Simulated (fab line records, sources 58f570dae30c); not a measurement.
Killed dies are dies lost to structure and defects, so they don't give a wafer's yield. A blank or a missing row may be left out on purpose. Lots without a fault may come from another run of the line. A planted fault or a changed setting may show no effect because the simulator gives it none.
A struck lot beside a sound one | flow berkeley_cmos170 | 13 steps out of a route of 331
Sound: wafers L663.1, L663.2, L663.5. Struck: wafers L676.2, L676.3, L676.4. The cause comes at the end.
At each step with rows: each side's tool, then ch and its chambers, then its first start. Under that, the readings that differ: sound wafers | struck wafers | difference of the means | sigmas: that difference in standard deviations of wafers without a fault.
alike: readings whose means differ by less than 2 such deviations, and words and numbers that are the same on both sides. not compared: withheld readings, readings that some wafer has no value for, bounds like >300 that may hide the same value, and numbers for which the record gives no deviation and whose values overlap.
The two part at a step that has a row with sigmas, a row that says differs or no value, or rows on one side only. Numbers that don't overlap but have no deviation are shown without sigmas and don't part them. A reading that every wafer of one side lacks parts them only if that side has two wafers or more.

UCB170_START_BOW_MEAS_00:
  sound on film_metro-03, day 2 21:00; struck on film_metro-02, day 5 14:01
  alike: INCOMING_BOW
then, 2 steps without rows for these wafers: UCB170_START_CLEAN_01 (cleans in dHF, time 60 s); UCB170_START_OXIDATION_02 (target thk 20 nm, ox time 1800 s).
UCB170_START_THK_MEAS_03:
  sound on film_metro-03, day 3 01:19; struck on film_metro-03, day 5 18:43
  alike: START_OXIDE_THK
then, 7 steps without rows for these wafers: UCB170_START_ANNEAL_04 (time 1200 s); UCB170_ZERO_HMDS_00 (prime time 60 s); UCB170_ZERO_COAT_01 (resist thk 900 nm); UCB170_ZERO_SOFTBAKE_02 (time 60 s); UCB170_ZERO_EXPOSE_03 (exposes mask PM MARKS, target cd 4000 nm); UCB170_ZERO_PEB_04; UCB170_ZERO_DEVELOP_05 (develop time 45 s).
UCB170_ZERO_ETCH_06: etches SiO2 in CHF3/CF4/Ar, time 12 s.
  sound on rie_diel-03 ch 0,1,2, day 3 06:14; struck on rie_diel-03 ch 0,1,2, day 5 23:26
  reading               | sound             | struck            | difference | sigmas
  oes_product_au (a.u.) | 0.609 0.620 0.617 | 0.747 0.749 0.739 | +0.130     | +15
  alike: drypump_motor_current_A, throttle_valve_pct
  not compared: rf_hours_counter_h
UCB170_ZERO_STRIP_07: strips in O2.
  sound on plasma_asher-02 ch 0,1, day 3 06:16; struck on plasma_asher-03 ch 0,1, day 5 23:27
  reading                      | sound             | struck            | difference | sigmas
  strip_time_to_endpoint_s (s) | 21.41 21.49 21.41 | 21.67 21.65 21.67 | +0.23      | +3
  alike: drypump_motor_current_A, oes_product_au
  not compared: rf_hours_counter_h

WHERE THEY PART
First at UCB170_ZERO_ETCH_06; last, within this record, at UCB170_ZERO_STRIP_07.

WHY: what the simulator had put in
Process parameter drift: rie_diel-03, from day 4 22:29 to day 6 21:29, at UCB170_ZERO_ETCH_06. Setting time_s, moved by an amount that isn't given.
